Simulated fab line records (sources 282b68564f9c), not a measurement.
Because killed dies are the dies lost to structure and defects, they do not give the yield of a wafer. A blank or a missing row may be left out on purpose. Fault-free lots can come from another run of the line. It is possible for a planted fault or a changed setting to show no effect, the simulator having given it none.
Which of the tools did it? || flow ritCmos || 21 wafers from 7 lots sampled at 2 of the route's 202 steps

== WHAT THE GAUGES SHOWED, per wafer ==
RIT_NSD_OVL_MEAS_06.
{"lot": "L906", "measured": "day 3 13:42", "on": "overlay-02", "NSD_OVL (nm)": "0.9 3.3 2.0"}
{"lot": "L908", "measured": "day 4 01:56", "on": "overlay-02", "NSD_OVL (nm)": "0.8 0.4 -0.1"}
{"lot": "L911", "measured": "day 4 14:07", "on": "overlay-01", "NSD_OVL (nm)": "0.5 -0.9 0.3"}
{"lot": "L914", "measured": "day 5 11:45", "on": "overlay-02", "NSD_OVL (nm)": "2.2 -0.7 0.5"}
{"lot": "L919", "measured": "day 6 08:09", "on": "overlay-02", "NSD_OVL (nm)": "2.3 0.5 0.5"}
{"lot": "L922", "measured": "day 6 22:55", "on": "overlay-01", "NSD_OVL (nm)": "2.5 3.2 1.0"}
{"lot": "L925", "measured": "day 7 12:24", "on": "overlay-01", "NSD_OVL (nm)": "0.7 0.8 2.0"}

== TOOL THAT RAN EACH LOT (tool first, then ch and the chambers of the sampled wafers, then the start) ==
{"lot": "L906", "RIT_GATE_OXIDATION_05": "furnace-03 ch 0, day 2 22:55"}
{"lot": "L908", "RIT_GATE_OXIDATION_05": "furnace-03 ch 0, day 3 11:51"}
{"lot": "L911", "RIT_GATE_OXIDATION_05": "furnace-04 ch 0, day 3 23:39"}
{"lot": "L914", "RIT_GATE_OXIDATION_05": "furnace-03 ch 0, day 4 17:52"}
{"lot": "L919", "RIT_GATE_OXIDATION_05": "furnace-03 ch 0, day 5 17:44"}
{"lot": "L922", "RIT_GATE_OXIDATION_05": "furnace-03 ch 0, day 6 08:24"}
{"lot": "L925", "RIT_GATE_OXIDATION_05": "furnace-04 ch 0, day 6 22:25"}
- RIT_GATE_OXIDATION_05: target thk 3 nm, ox time 270 s.

== THE ANSWER, worked out from the rows above alone ==
Rule: the lots themselves supply what counts as usual. The widest of any qualifying gaps counts: lots, ordered by their means at a reading, are off when they make up no more than a third of the lots, leave a main group of 4 or more, and stand apart from it by 3 or more times the standard deviation of that group's means. Not used: any main group whose means are identical at the precision the tables above print for the reading. Also off: a lot with no number at a reading for which 4 or more lots have one. All remaining lots with rows at the step are treated as sound.
None of the lots is off at any reading shown; this tells nothing.

== WHAT THE SIMULATOR PUT IN ==
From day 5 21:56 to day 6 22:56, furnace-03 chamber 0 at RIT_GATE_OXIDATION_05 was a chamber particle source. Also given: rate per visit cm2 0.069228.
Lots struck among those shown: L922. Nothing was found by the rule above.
